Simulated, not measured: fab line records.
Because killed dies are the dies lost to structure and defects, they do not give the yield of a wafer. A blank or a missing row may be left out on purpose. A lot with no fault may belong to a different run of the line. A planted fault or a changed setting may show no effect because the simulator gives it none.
Struck lot and sound lot, side by side :: flow ritCmos :: 15 out of 202 route steps
Sound: the wafers L180.2, L180.3, L180.6. The struck wafers were L185.1, L185.3, L185.4. Last of all comes the cause.
Order at every step that has rows: each side's tool, ch and its chambers, its first start. Under that, the readings that differ: sound wafers :: struck wafers :: difference of the means :: sigmas: that difference in standard deviations of wafers without a fault.
alike: readings whose means differ by less than 2 such deviations, and words and numbers that are the same on both sides. not compared: withheld readings, readings that some wafer has no value for, bounds like >300 that may hide the same value, and numbers for which the record gives no deviation and whose values overlap.
Wherever a step has rows on one side only, a row that says differs or no value, or a row with sigmas, the two part there. Numbers that don't overlap but have no deviation are shown without sigmas and don't part them. A reading missing from all wafers of one side parts the sides only when that side holds two or more wafers.

first, 2 steps without rows for these wafers: RIT_PLDD_HARDBAKE_07 (time 60 s); RIT_PLDD_IMPLANT_08.
RIT_PLDD_STRIP_09: strips in O2, time 180 s.
  sound on plasmaAsher-01 ch 1, day 3 06:43; struck on plasmaAsher-01 ch 0,1, day 4 07:34
  alike: chamberPressureMTorr, drypumpMotorCurrentA
  not compared: rfHoursCounterH
RIT_PLDD_TW_MEAS_10:
  sound: filmMetro-02 at day 3 06:53; struck: filmMetro-04 at day 4 07:44
reading: PLDD_TW
sound: 2335 2350 2340
struck: 2319 2297 2317
difference: -31
sigmas: -2
then, 4 steps without rows for these wafers: RIT_SPACER_CLEAN_00 (cleans in SC1, time 600 s); RIT_SPACER_CLEAN_01 (cleans in dHF, time 30 s); RIT_SPACER_CLEAN_02 (cleans in SC2, time 600 s); RIT_SPACER_CVD_03 (deposits Si3N4 from SiH2Cl2/NH3, target thk 250 nm, time 3300 s).
RIT_SPACER_THK_MEAS_04:
  sound: filmMetro-01 at day 3 09:14; struck: filmMetro-04 at day 4 10:07
  alike: SPACER_NITRIDE_THK
RIT_SPACER_ETCHBACK_05: etches Si3N4 in SF6/CHF3, stops on SiO2, target depth 250 nm, time 240 s.
  sound on rieDiel-02 ch 0,1,3, day 3 09:17; struck on rieDiel-01 ch 0,1,2, day 4 10:10
  alike: chamberPressureMTorr, drypumpMotorCurrentA, oesProductAu, throttleValvePct
  not compared: rfHoursCounterH
then, 2 steps without rows for these wafers: RIT_NSD_HMDS_00 (prime time 60 s); RIT_NSD_COAT_01 (resist thk 1000 nm).
RIT_NSD_SOFTBAKE_02: time 60 s.
  sound on lithoTrack-01 ch 0, day 3 09:46; struck on lithoTrack-01 ch 0, day 4 10:37
reading: heaterPowerTotalW (W)
sound: 34.63 34.58 34.47
struck: 35.23 35.25 35.24
difference: +0.68
sigmas: +12

reading: plateTempC (C)
sound: 89.97 89.98 89.91
struck: 91.15 91.08 91.04
difference: +1.14
sigmas: +9
then, 1 step without rows for these wafers: RIT_NSD_EXPOSE_03 (exposes mask M9, target cd 40700 nm).
RIT_M1_PROBE_99:
  record: rows for the struck wafers here (prober-01, day 4 21:26), none for the sound ones

## WHERE THEY PART
Earliest at RIT_PLDD_TW_MEAS_10; latest, in this record, at RIT_M1_PROBE_99.

WHY: the cause the simulator had injected
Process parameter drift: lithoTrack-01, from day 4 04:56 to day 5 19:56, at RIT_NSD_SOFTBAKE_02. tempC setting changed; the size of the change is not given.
